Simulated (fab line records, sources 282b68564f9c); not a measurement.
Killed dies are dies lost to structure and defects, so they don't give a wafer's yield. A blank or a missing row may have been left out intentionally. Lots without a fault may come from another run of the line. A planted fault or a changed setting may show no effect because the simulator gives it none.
fab line records + flow ritCmos
[record]
- lots = 14
- wafers = 42
- lastDay = 7
route steps=202 shown M1@196
lots that met no fault: taken from a fault-free run of the same line
startH: hours from the record's first day to the start of the lot's first wafer shown + waitH: hours elapsed since this lot's preceding step + " unchanged from the row above + L1.1+2: a single row standing in for several wafers + - no value present, or no start provided + * or withheld: withheld + < > ~ a bound
route shown NAME@n: NAME is a module with steps in the file, n the number in the route of the first one + usual: average and standard deviation across the fault-free wafers + same: alike in all rows + chamber/n: place in a boat + sites: per-site readings + _std_site: the values' standard deviation + _edge_site: the outer-site mean with the inner-site mean subtracted + radiusMm: how far each site lies from the wafer's centre + mask NAME#n: copy n + behind: tool/chamber where the wafer was last shaped + hold: why the lot was held/for how many hours/how that ended + device: names the non-switching transistor (n, p or np) + end of line: tests of these same wafers at the route's end + step lacking rows: just its recipe + killed: not the wafer's yield, but the dies lost to structure and defects at the first sort + map: per-die view of a wafer (x killed, . not killed, _ where there is no die)
set.NAME: the setting that was run; set.NAME@STEP: the one run at that earlier step + model.NAME: the simulator's own value behind a step, which no gauge read
route steps across a sampled set of lots; one table per step, one row per wafer
services: the hour from which a tool's chamber was out of use, counted from the record's first day as startH (under 0 if before that day), plus the number of hours and why
[[steps]]
[step RIT_M1_METAL_ETCH_12]
[recipe]
- stopOn = SiO2
- chemistry = Cl2/BCl3
- target = Al
- timeS = 165
- overEtchFrac = 0.5
- pressureMtorr = 100
- targetDepthA = 6000
- rfW = 250
- Cl2_flow_sccm = 60
- bcl3FlowSccm = 50
[usual]
- drypumpMotorCurrentA = 5.7/0.38
- oesProductAu = 0.777/0.014
- runLengthS = 193.30/0.27
- throttleValvePct = 8.28/0.07
| lot.wafer | tool        | chamber | startH | waitH | drypumpMotorCurrentA | oesProductAu | rfHoursCounterH | runLengthS | throttleValvePct |
|-----------|-------------|---------|--------|-------|----------------------|--------------|-----------------|------------|------------------|
| L585.1    | rieMetal-02 | 1       | 58.50  | 0.2   | 5.5                  | 0.765        | 35              | 193.05     | 8.12             |
| L585.4    | "           | 0       | "      | "     | 6.1                  | 0.787        | -               | 193.31     | 8.30             |
| L585.6    | "           | 0       | "      | "     | 6.1                  | 0.782        | -               | 193.04     | 8.31             |
| L586.2    | rieMetal-01 | 1       | 65.17  | 0.2   | 5.3                  | 0.800        | 1               | 193.49     | 8.32             |
| L586.4    | "           | 1       | "      | "     | 5.3                  | 0.790        | -               | 193.28     | 8.34             |
| L586.6    | "           | 0       | "      | "     | 5.3                  | 0.758        | -               | 193.67     | 8.29             |
| L589.3    | rieMetal-01 | 0       | 79.67  | 0.2   | 5.4                  | 0.760        | -               | 192.98     | 8.27             |
| L589.4    | "           | 1       | "      | "     | 5.3                  | 0.798        | -               | 193.98     | 8.33             |
| L589.6    | "           | 1       | "      | "     | 5.3                  | 0.815        | -               | 193.80     | 8.31             |
| L590.3    | rieMetal-03 | 1       | 86.45  | 0.2   | 5.5                  | 0.785        | -               | 193.95     | 8.37             |
| L590.4    | "           | 0       | "      | "     | 6.2                  | 0.762        | -               | 193.35     | 8.30             |
| L590.6    | "           | 1       | "      | "     | 5.5                  | 0.781        | -               | 193.25     | 8.36             |
| L591.1    | rieMetal-02 | 0       | 88.26  | 0.2   | 6.1                  | 0.785        | 37              | 193.03     | 8.29             |
| L591.2    | "           | 1       | "      | "     | 5.5                  | 0.777        | 36              | 193.70     | 8.11             |
| L591.6    | "           | 0       | "      | "     | 6.1                  | 0.788        | -               | 192.99     | 8.31             |
| L592.3    | rieMetal-01 | 0       | 93.18  | 0.2   | 5.3                  | 0.766        | -               | 193.38     | 8.26             |
| L592.4    | "           | 1       | "      | "     | 5.3                  | 0.792        | -               | 193.74     | 8.33             |
| L592.5    | "           | 1       | "      | "     | 5.3                  | 0.796        | -               | 193.79     | 8.33             |
| L593.2    | rieMetal-03 | 0       | 101.38 | 0.2   | 6.2                  | 0.769        | 4               | 193.40     | 8.29             |
| L593.3    | "           | 0       | "      | "     | 6.3                  | 0.773        | -               | 193.17     | 8.29             |
| L593.4    | "           | 1       | "      | "     | 5.5                  | 0.788        | -               | 193.67     | 8.36             |
| L594.1    | rieMetal-02 | 0       | 110.24 | 0.2   | 6.1                  | 0.780        | 37              | 193.03     | 8.31             |
| L594.2    | "           | 1       | "      | "     | 5.5                  | 0.768        | 36              | 193.39     | 8.13             |
| L594.3    | "           | 1       | "      | "     | 5.5                  | 0.769        | -               | 193.27     | 8.15             |
| L595.1    | rieMetal-01 | 0       | 111.70 | 0.2   | 5.4                  | 0.763        | 1               | 193.12     | 8.28             |
| L595.2    | "           | 1       | "      | "     | 5.3                  | 0.797        | 1               | 193.83     | 8.32             |
| L595.4    | "           | 1       | "      | "     | 5.3                  | 0.797        | -               | 193.56     | 8.35             |
| L598.1    | rieMetal-01 | 1       | 126.46 | 0.2   | 5.3                  | 0.859        | 1               | 182.36     | 8.32             |
| L598.3    | "           | 0       | "      | "     | 5.3                  | 0.771        | -               | 193.16     | 8.27             |
| L598.5    | "           | 0       | "      | "     | 5.4                  | 0.764        | -               | 193.02     | 8.27             |
| L601.1    | rieMetal-01 | 0       | 139.38 | 0.2   | 5.3                  | 0.766        | 1               | 193.16     | 8.28             |
| L601.3    | "           | 0       | "      | "     | 5.4                  | 0.771        | -               | 193.14     | 8.28             |
| L601.4    | "           | 1       | "      | "     | 5.4                  | 0.854        | -               | 182.23     | 8.34             |
| L604.3    | rieMetal-03 | 0       | 153.70 | 0.2   | 6.2                  | 0.768        | -               | 193.37     | 8.29             |
| L604.4    | "           | 0       | "      | "     | 6.2                  | 0.762        | -               | 193.28     | 8.30             |
| L604.6    | "           | 0       | "      | "     | 6.3                  | 0.762        | -               | 193.08     | 8.29             |
| L605.1    | rieMetal-02 | 0       | 159.91 | 0.2   | 6.1                  | 0.806        | 0               | 193.04     | 8.30             |
| L605.2    | "           | 1       | "      | "     | 5.5                  | 0.773        | 0               | 193.23     | 8.14             |
| L605.4    | "           | 1       | "      | "     | 5.5                  | 0.788        | -               | 193.78     | 8.14             |
| L607.2    | rieMetal-03 | 1       | 167.09 | 0.2   | 5.5                  | 0.780        | 5               | 193.44     | 8.37             |
| L607.3    | "           | 1       | "      | "     | 5.5                  | 0.789        | -               | 193.46     | 8.37             |
| L607.4    | "           | 0       | "      | "     | 6.2                  | 0.761        | -               | 193.38     | 8.28             |
[step RIT_M1_PROBE_99]
[usual]
- defectLimitedYield = 97.3/1.1
- killed_at_M0_to_M3 = 0.0/0.12
- killedAtContacts = 0.1/0.34
- killedAtFrontEnd = 7.0/2.9
- killedDies = 7.2/2.9
- killedOpen = 3.6/1.9
- killedShort = 3.5/2.1
- sort_bin_3_pad_short = 0.1/0.23
- sort_bin_5_function = 1.6/0.73
- sort_bin_6_memory = 1.0/0.67
- sortNPass = 256.8/2.9
- sortYieldPct = 97.3/1.1
[same]
- grossDies = 264
- killed_at_M4_up = 0
- killedAtBackSide = 0
- killedAtOther = 0
| lot.wafer | tool      | chamber | startH | waitH | defectLimitedYield[%] | killed_at_M0_to_M3 | killedAtContacts | killedAtFrontEnd | killedDies | killedOpen | killedShort | sort_bin_3_pad_short[%] | sort_bin_5_function[%] | sort_bin_6_memory[%] | sortNPass | sortYieldPct[%] |
|-----------|-----------|---------|--------|-------|-----------------------|--------------------|------------------|------------------|------------|------------|-------------|-------------------------|------------------------|----------------------|-----------|-----------------|
| L585.1    | prober-02 | -       | 60.77  | 0.1   | 98.5                  | 0                  | 0                | 4                | 4          | 2          | 2           | 0.4                     | 0.8                    | 0.4                  | 260.0     | 98.5            |
| L585.4    | prober-02 | -       | 60.92  | 0.2   | 95.1                  | 0                  | 0                | 13               | 13         | 7          | 6           | 0.8                     | 3.0                    | 1.1                  | 251.0     | 95.1            |
| L585.6    | prober-02 | -       | 61.02  | 0.2   | 96.2                  | 0                  | 0                | 10               | 10         | 3          | 7           | 0                       | 1.9                    | 1.9                  | 254.0     | 96.2            |
| L586.2    | prober-01 | -       | 67.48  | 0.1   | 97.0                  | 0                  | 0                | 8                | 8          | 4          | 4           | 0                       | 1.5                    | 1.5                  | 256.0     | 97.0            |
| L586.4    | prober-01 | -       | 67.58  | 0.2   | 96.6                  | 0                  | 0                | 9                | 9          | 4          | 5           | 0                       | 1.9                    | 1.5                  | 255.0     | 96.6            |
| L586.6    | prober-01 | -       | 67.68  | 0.2   | 97.7                  | 0                  | 0                | 6                | 6          | 5          | 1           | 0                       | 1.9                    | 0.4                  | 258.0     | 97.7            |
| L589.3    | prober-01 | -       | 81.98  | 0.2   | 97.7                  | 0                  | 0                | 6                | 6          | 4          | 2           | 0                       | 1.1                    | 1.1                  | 258.0     | 97.7            |
| L589.4    | prober-01 | -       | 82.03  | 0.2   | 97.7                  | 0                  | 0                | 6                | 6          | 2          | 4           | 0                       | 1.1                    | 1.1                  | 258.0     | 97.7            |
| L589.6    | prober-01 | -       | 82.13  | 0.2   | 95.8                  | 0                  | 0                | 11               | 11         | 4          | 7           | 1.1                     | 1.1                    | 1.9                  | 253.0     | 95.8            |
| L590.3    | prober-02 | -       | 88.77  | 0.2   | 96.2                  | 0                  | 0                | 10               | 10         | 6          | 4           | 0                       | 1.5                    | 2.3                  | 254.0     | 96.2            |
| L590.4    | prober-02 | -       | 88.82  | 0.2   | 97.7                  | 0                  | 2                | 4                | 6          | 3          | 3           | 0.4                     | 1.5                    | 0.4                  | 258.0     | 97.7            |
| L590.6    | prober-02 | -       | 88.92  | 0.2   | 97.0                  | 0                  | 1                | 7                | 8          | 7          | 1           | 0                       | 1.5                    | 1.5                  | 256.0     | 97.0            |
| L591.1    | prober-01 | -       | 90.53  | 0.1   | 97.7                  | 0                  | 0                | 6                | 6          | 1          | 5           | 0                       | 1.5                    | 0.8                  | 258.0     | 97.7            |
| L591.2    | prober-01 | -       | 90.58  | 0.1   | 95.8                  | 0                  | 0                | 11               | 11         | 6          | 5           | 0.4                     | 1.9                    | 1.9                  | 253.0     | 95.8            |
| L591.6    | prober-01 | -       | 90.78  | 0.2   | 97.7                  | 0                  | 0                | 6                | 6          | 1          | 5           | 0.8                     | 1.1                    | 0.4                  | 258.0     | 97.7            |
| L592.3    | prober-02 | -       | 95.48  | 0.2   | 96.6                  | 0                  | 0                | 9                | 9          | 4          | 5           | 0                       | 1.9                    | 1.5                  | 255.0     | 96.6            |
| L592.4    | prober-02 | -       | 95.53  | 0.2   | 98.9                  | 0                  | 0                | 3                | 3          | 3          | 0           | 0                       | 0.4                    | 0.8                  | 261.0     | 98.9            |
| L592.5    | prober-02 | -       | 95.58  | 0.2   | 97.7                  | 0                  | 0                | 6                | 6          | 4          | 2           | 0.4                     | 1.1                    | 0.8                  | 258.0     | 97.7            |
| L593.2    | prober-01 | -       | 103.70 | 0.1   | 97.3                  | 0                  | 0                | 7                | 7          | 4          | 3           | 0.4                     | 1.9                    | 0.4                  | 257.0     | 97.3            |
| L593.3    | prober-01 | -       | 103.75 | 0.2   | 96.2                  | 0                  | 0                | 10               | 10         | 7          | 3           | 0                       | 1.5                    | 2.3                  | 254.0     | 96.2            |
| L593.4    | prober-01 | -       | 103.80 | 0.2   | 97.7                  | 0                  | 0                | 6                | 6          | 3          | 3           | 0.4                     | 1.1                    | 0.8                  | 258.0     | 97.7            |
| L594.1    | prober-02 | -       | 112.49 | 0.1   | 97.0                  | 0                  | 0                | 8                | 8          | 5          | 3           | 0                       | 2.7                    | 0.4                  | 256.0     | 97.0            |
| L594.2    | prober-02 | -       | 112.54 | 0.1   | 98.5                  | 0                  | 0                | 4                | 4          | 3          | 1           | 0                       | 0.8                    | 0.8                  | 260.0     | 98.5            |
| L594.3    | prober-02 | -       | 112.59 | 0.2   | 98.1                  | 0                  | 0                | 5                | 5          | 1          | 4           | 0                       | 1.9                    | 0                    | 259.0     | 98.1            |
| L595.1    | prober-02 | -       | 113.99 | 0.1   | 95.8                  | 0                  | 0                | 11               | 11         | 4          | 7           | 0                       | 3.0                    | 1.1                  | 253.0     | 95.8            |
| L595.2    | prober-02 | -       | 114.04 | 0.1   | 96.6                  | 0                  | 1                | 8                | 9          | 4          | 5           | 0.4                     | 2.3                    | 0.8                  | 255.0     | 96.6            |
| L595.4    | prober-02 | -       | 114.14 | 0.2   | 96.6                  | 0                  | 0                | 9                | 9          | 5          | 3           | 0                       | 1.1                    | 2.3                  | 255.0     | 96.6            |
| L598.1    | prober-02 | -       | 128.71 | 0.1   | 97.7                  | 0                  | 0                | 6                | 6          | 6          | 0           | 0                       | 1.1                    | 1.1                  | 258.0     | 97.7            |
| L598.3    | prober-02 | -       | 128.81 | 0.2   | 97.7                  | 0                  | 0                | 6                | 6          | 4          | 2           | 0                       | 1.1                    | 1.1                  | 258.0     | 97.7            |
| L598.5    | prober-02 | -       | 128.91 | 0.2   | 98.1                  | 0                  | 0                | 5                | 5          | 4          | 1           | 0                       | 1.5                    | 0.4                  | 259.0     | 98.1            |
| L601.1    | prober-01 | -       | 141.63 | 0.1   | 95.1                  | 0                  | 0                | 13               | 13         | 7          | 6           | 0                       | 3.0                    | 1.9                  | 251.0     | 95.1            |
| L601.3    | prober-01 | -       | 141.73 | 0.2   | 95.5                  | 0                  | 0                | 12               | 12         | 7          | 5           | 0                       | 1.9                    | 2.7                  | 252.0     | 95.5            |
| L601.4    | prober-01 | -       | 141.78 | 0.2   | 98.5                  | 0                  | 0                | 4                | 4          | 0          | 4           | 0                       | 1.1                    | 0.4                  | 260.0     | 98.5            |
| L604.3    | prober-02 | -       | 156.12 | 0.2   | 97.0                  | 0                  | 0                | 8                | 8          | 3          | 5           | 0.4                     | 2.3                    | 0.4                  | 256.0     | 97.0            |
| L604.4    | prober-02 | -       | 156.17 | 0.2   | 96.6                  | 1                  | 0                | 8                | 9          | 5          | 4           | 0                       | 2.3                    | 1.1                  | 255.0     | 96.6            |
| L604.6    | prober-02 | -       | 156.27 | 0.2   | 96.2                  | 0                  | 0                | 10               | 10         | 5          | 4           | 0.4                     | 2.7                    | 0.8                  | 254.0     | 96.2            |
| L605.1    | prober-01 | -       | 162.16 | 0.1   | 97.0                  | 0                  | 0                | 8                | 8          | 6          | 2           | 0                       | 2.3                    | 0.8                  | 256.0     | 97.0            |
| L605.2    | prober-01 | -       | 162.21 | 0.1   | 98.1                  | 0                  | 1                | 4                | 5          | 3          | 2           | 0                       | 1.1                    | 0.8                  | 259.0     | 98.1            |
| L605.4    | prober-01 | -       | 162.31 | 0.2   | 98.5                  | 0                  | 0                | 4                | 4          | 2          | 2           | 0                       | 0.8                    | 0.8                  | 260.0     | 98.5            |
| L607.2    | prober-01 | -       | 169.41 | 0.1   | 99.2                  | 0                  | 0                | 2                | 2          | 2          | 0           | 0                       | 0.4                    | 0.4                  | 262.0     | 99.2            |
| L607.3    | prober-01 | -       | 169.46 | 0.2   | 97.7                  | 0                  | 0                | 6                | 6          | 3          | 2           | 0                       | 1.9                    | 0.4                  | 258.0     | 97.7            |
| L607.4    | prober-01 | -       | 169.51 | 0.2   | 97.7                  | 0                  | 0                | 6                | 6          | 5          | 1           | 0                       | 1.9                    | 0.4                  | 258.0     | 97.7            |
// killed by level:class
L585.1 ACTIVE:geometricParticle:short=1 REOX:geometricParticle:short=1 REOX:geometricParticle:open=1 SPACER:geometricParticle:open=1
L585.4 GATE:geometricParticle:short=4 GATE:geometricParticle:open=3 FOX2:geometricParticle:open=2 FOX1:geometricParticle:open=1 FOX1:geometricParticle:short=1 REOX:geometricParticle:open=1 SILICIDE:geometricParticle:short=1
L585.6 GATE:geometricParticle:short=4 REOX:geometricParticle:open=3 FOX1:geometricParticle:short=1 FOX2:geometricParticle:short=1 REOX:geometricParticle:short=1
L586.2 GATE:geometricParticle:open=3 GATE:geometricParticle:short=3 REOX:geometricParticle:open=1 SILICIDE:geometricParticle:short=1
L586.4 REOX:geometricParticle:open=3 FOX1:geometricParticle:short=2 REOX:geometricParticle:short=2 GATE:geometricParticle:short=1 GATE:geometricParticle:open=1
L586.6 FOX1:geometricParticle:open=2 GATE:geometricParticle:open=2 FOX2:geometricParticle:open=1 FOX2:geometricParticle:short=1
L589.3 GATE:geometricParticle:open=2 FOX1:geometricParticle:open=1 GATE:geometricParticle:short=1 REOX:geometricParticle:open=1 REOX:geometricParticle:short=1
L589.4 REOX:geometricParticle:short=2 REOX:geometricParticle:open=2 FOX1:geometricParticle:short=1 GATE:geometricParticle:short=1
L589.6 SILICIDE:geometricParticle:short=3 GATE:geometricParticle:short=2 REOX:geometricParticle:open=2 SILICIDE:geometricParticle:open=2 FOX1:geometricParticle:short=1 REOX:geometricParticle:short=1
L590.3 GATE:geometricParticle:open=4 GATE:geometricParticle:short=3 FOX1:geometricParticle:open=2 FOX1:geometricParticle:short=1
L590.4 CONTACT:geometricParticle:open=2 FOX1:geometricParticle:open=1 GATE:geometricParticle:short=1 SPACER:geometricParticle:short=1 SILICIDE:geometricParticle:short=1
L590.6 GATE:geometricParticle:open=4 FOX1:geometricParticle:open=1 GATE:geometricParticle:short=1 SPACER:geometricParticle:open=1 CONTACT:geometricParticle:open=1
L591.1 GATE:geometricParticle:short=2 FOX1:geometricParticle:short=1 GATE:geometricParticle:open=1 SPACER:geometricParticle:short=1 SILICIDE:geometricParticle:short=1
L591.2 GATE:geometricParticle:open=3 SPACER:geometricParticle:short=3 GATE:geometricParticle:short=2 REOX:geometricParticle:open=1 SPACER:geometricParticle:open=1 SILICIDE:geometricParticle:open=1
L591.6 SPACER:geometricParticle:short=2 SILICIDE:geometricParticle:short=2 GATE:geometricParticle:open=1 GATE:geometricParticle:short=1
L592.3 GATE:geometricParticle:open=2 GATE:geometricParticle:short=2 FOX2:geometricParticle:short=1 FOX2:geometricParticle:open=1 SPACER:geometricParticle:open=1 SPACER:geometricParticle:short=1 SILICIDE:geometricParticle:short=1
L592.4 GATE:geometricParticle:open=2 SPACER:geometricParticle:open=1
L592.5 GATE:geometricParticle:open=2 REOX:geometricParticle:open=2 GATE:geometricParticle:short=1 SPACER:geometricParticle:short=1
L593.2 GATE:geometricParticle:open=4 FOX1:geometricParticle:short=2 SILICIDE:geometricParticle:short=1
L593.3 FOX1:geometricParticle:open=2 FOX1:geometricParticle:short=2 GATE:geometricParticle:open=2 SILICIDE:geometricParticle:open=2 REOX:geometricParticle:open=1 SILICIDE:geometricParticle:short=1
L593.4 SPACER:geometricParticle:open=3 SILICIDE:geometricParticle:short=2 SPACER:geometricParticle:short=1
L594.1 GATE:geometricParticle:open=3 GATE:geometricParticle:short=2 FOX1:geometricParticle:open=1 FOX1:geometricParticle:short=1 SPACER:geometricParticle:open=1
L594.2 GATE:geometricParticle:open=1 GATE:geometricParticle:short=1 REOX:geometricParticle:open=1 SPACER:geometricParticle:open=1
L594.3 FOX1:geometricParticle:short=1 GATE:geometricParticle:short=1 REOX:geometricParticle:open=1 REOX:geometricParticle:short=1 SILICIDE:geometricParticle:short=1
L595.1 GATE:geometricParticle:short=3 FOX1:geometricParticle:short=2 GATE:geometricParticle:open=2 FOX1:geometricParticle:open=1 FOX2:geometricParticle:short=1 SPACER:geometricParticle:open=1 SPACER:geometricParticle:short=1
L595.2 GATE:geometricParticle:short=3 GATE:geometricParticle:open=2 FOX1:geometricParticle:open=1 SPACER:geometricParticle:open=1 SILICIDE:geometricParticle:short=1 CONTACT:geometricParticle:short=1
L595.4 FOX1:geometricParticle:open=3 FOX2:geometricParticle:open=2 FOX1:geometricParticle:short=1 GATE:geometricParticle:short=1 SILICIDE:geometricParticle:short=1 NWELL:coatMicrobubblePrinted=1
L598.1 GATE:geometricParticle:open=5 SILICIDE:geometricParticle:open=1
L598.3 SPACER:geometricParticle:open=2 GATE:geometricParticle:open=1 GATE:geometricParticle:short=1 SILICIDE:geometricParticle:short=1 SILICIDE:geometricParticle:open=1
L598.5 GATE:geometricParticle:open=2 SILICIDE:geometricParticle:open=2 SPACER:geometricParticle:short=1
L601.1 FOX2:geometricParticle:open=5 FOX2:geometricParticle:short=2 SILICIDE:geometricParticle:short=2 REOX:geometricParticle:open=1 REOX:geometricParticle:short=1 SPACER:geometricParticle:short=1 SILICIDE:geometricParticle:open=1
L601.3 GATE:geometricParticle:open=3 FOX2:geometricParticle:open=2 FOX2:geometricParticle:short=2 GATE:geometricParticle:short=2 SPACER:geometricParticle:open=2 SILICIDE:geometricParticle:short=1
L601.4 SILICIDE:geometricParticle:short=2 FOX1:geometricParticle:short=1 SPACER:geometricParticle:short=1
L604.3 GATE:geometricParticle:short=3 FOX1:geometricParticle:open=1 REOX:geometricParticle:short=1 REOX:geometricParticle:open=1 SPACER:geometricParticle:open=1 SILICIDE:geometricParticle:short=1
L604.4 GATE:geometricParticle:open=2 SILICIDE:geometricParticle:short=2 FOX1:geometricParticle:open=1 FOX2:geometricParticle:open=1 REOX:geometricParticle:short=1 SILICIDE:geometricParticle:open=1 M1:geometricParticle:short=1
L604.6 GATE:geometricParticle:short=3 GATE:geometricParticle:open=2 REOX:geometricParticle:open=1 SPACER:geometricParticle:short=1 SPACER:geometricParticle:open=1 SILICIDE:geometricParticle:open=1 PRETRO:coatMicrobubblePrinted=1
L605.1 FOX2:geometricParticle:open=2 ACTIVE:geometricParticle:open=1 FOX1:geometricParticle:short=1 GATE:geometricParticle:open=1 REOX:geometricParticle:open=1 SILICIDE:geometricParticle:open=1 SILICIDE:geometricParticle:short=1
L605.2 FOX1:geometricParticle:open=1 FOX2:geometricParticle:open=1 GATE:geometricParticle:open=1 REOX:geometricParticle:short=1 CONTACT:geometricParticle:short=1
L605.4 GATE:geometricParticle:short=1 GATE:geometricParticle:open=1 REOX:geometricParticle:short=1 REOX:geometricParticle:open=1
L607.2 GATE:geometricParticle:open=1 REOX:geometricParticle:open=1
L607.3 FOX1:geometricParticle:short=1 REOX:geometricParticle:open=1 SPACER:geometricParticle:short=1 SPACER:geometricParticle:open=1 SILICIDE:geometricParticle:open=1 NWELL:coatMicrobubblePrinted=1
L607.4 FOX1:geometricParticle:open=2 GATE:geometricParticle:open=2 FOX1:geometricParticle:short=1 SILICIDE:geometricParticle:open=1
[[services]]
| tool        | chamber | startH | hours | kind      |
|-------------|---------|--------|-------|-----------|
| rieMetal-01 | 0       | 40.57  | 15.2  | repair    |
| rieMetal-02 | -       | 136.12 | 20.0  | pm        |
| rieMetal-02 | 0       | 136.12 | 20.0  | ventCycle |
| rieMetal-02 | 1       | 136.12 | 20.0  | ventCycle |
| rieMetal-03 | 1       | 143.05 | 13.2  | repair    |
| rieMetal-03 | -       | 155.58 | 10.0  | pm        |
| rieMetal-02 | 0       | 156.12 | -     | clean     |
| rieMetal-02 | 1       | 156.12 | -     | clean     |
[[key]]
[firstSign]
- step = RIT_M1_METAL_ETCH_12
- reading = runLengthS
- direction = down
- sigmas = 41
- usual = *
- struck = *
[effect]
- step = RIT_M1_METAL_ETCH_12
- reading = oesProductAu
- direction = up
- sigmas = 5.8
- usual = 0.777
- struck = 0.856
metAt RIT_M1_METAL_ETCH_12
struckLots L598,L601
struckWafers L598.1,L601.4
onsetBetween 111.70 126.46
[fault]
- kind = processParameterDrift
- tool = rieMetal-01
- chamber = 1
- onsetH = 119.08
- steps = RIT_M1_METAL_ETCH_12
- channel = timeS
- offset = *
- shape = step
- endH = 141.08
- stated = *
